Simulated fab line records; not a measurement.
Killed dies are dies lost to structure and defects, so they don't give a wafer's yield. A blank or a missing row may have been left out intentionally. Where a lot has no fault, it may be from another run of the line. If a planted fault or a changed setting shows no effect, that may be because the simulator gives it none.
Which tool did it? || flow rit-cmos || 7 lots with 21 wafers sampled at 2 steps, on a route of 202 steps

## WHAT THE GAUGES SHOWED, per wafer
RIT_ACTIVE_THK_MEAS_02.
{"lot": "L451", "measured": "day 2 03:04", "on": "film-metro-01", "ACTIVE_OXIDE_THK (nm)": "47.2 46.3 46.8"}
{"lot": "L454", "measured": "day 2 18:12", "on": "film-metro-03", "ACTIVE_OXIDE_THK (nm)": "46.2 47.3 46.7"}
{"lot": "L456", "measured": "day 3 06:47", "on": "film-metro-02", "ACTIVE_OXIDE_THK (nm)": "47.8 47.7 47.3"}
{"lot": "L460", "measured": "day 4 03:20", "on": "film-metro-03", "ACTIVE_OXIDE_THK (nm)": "47.2 47.4 47.1"}
{"lot": "L465", "measured": "day 5 01:51", "on": "film-metro-03", "ACTIVE_OXIDE_THK (nm)": "52.2 51.1 52.9"}
{"lot": "L468", "measured": "day 5 16:53", "on": "film-metro-03", "ACTIVE_OXIDE_THK (nm)": "46.6 46.4 45.7"}
{"lot": "L471", "measured": "day 6 07:38", "on": "film-metro-01", "ACTIVE_OXIDE_THK (nm)": "47.2 46.0 46.9"}

## TOOL THAT RAN EACH LOT (tool first, then ch and the chambers of the sampled wafers, then the start)
{"lot": "L451", "RIT_ACTIVE_OXIDATION_01": "furnace-04 ch 0, day 2 01:07"}
{"lot": "L454", "RIT_ACTIVE_OXIDATION_01": "furnace-01 ch 0, day 2 16:15"}
{"lot": "L456", "RIT_ACTIVE_OXIDATION_01": "furnace-03 ch 0, day 3 04:51"}
{"lot": "L460", "RIT_ACTIVE_OXIDATION_01": "furnace-03 ch 0, day 4 01:23"}
{"lot": "L465", "RIT_ACTIVE_OXIDATION_01": "furnace-04 ch 0, day 4 23:54"}
{"lot": "L468", "RIT_ACTIVE_OXIDATION_01": "furnace-01 ch 0, day 5 14:57"}
{"lot": "L471", "RIT_ACTIVE_OXIDATION_01": "furnace-03 ch 0, day 6 05:41"}
- RIT_ACTIVE_OXIDATION_01: target thk 46.8 nm, ox time 3360 s.

## THE ANSWER, worked out from the rows above alone
Rule: the lots themselves supply what counts as usual. Put in order of their means at a reading, lots are off if they are a third of the lots or fewer, leave a main group of 4 or more, and stand apart from it by a gap of 3 or more times the standard deviation of the main group's means; of several such gaps the widest counts. A main group is skipped when, at the precision printed for the reading in the tables above, its means are all equal. A lot without any number at a reading at which 4 lots or more have one is off too. All remaining lots with rows at the step are treated as sound.
Off: at RIT_ACTIVE_THK_MEAS_02 (ACTIVE_OXIDE_THK), L465. For the main group the mean is 46.9 nm and the standard deviation 0.43.
If a tool, at a process step before that reading, ran all the lots that are off and no sound lot after the first of them, it fits. Gauges at RIT_ACTIVE_THK_MEAS_02: tried the same way as those tools. One fits: RIT_ACTIVE_OXIDATION_01 on furnace-04. A fault onset in the window from L451 (day 2 01:07, its last sound lot) to L465 (day 4 23:54, its first lot off) fits.

## WHAT HAD BEEN PUT IN BY THE SIMULATOR
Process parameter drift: furnace-04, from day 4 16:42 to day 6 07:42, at RIT_ACTIVE_OXIDATION_01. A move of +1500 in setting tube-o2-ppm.
Struck lots among those shown: L465. This agrees with what the rule above found.
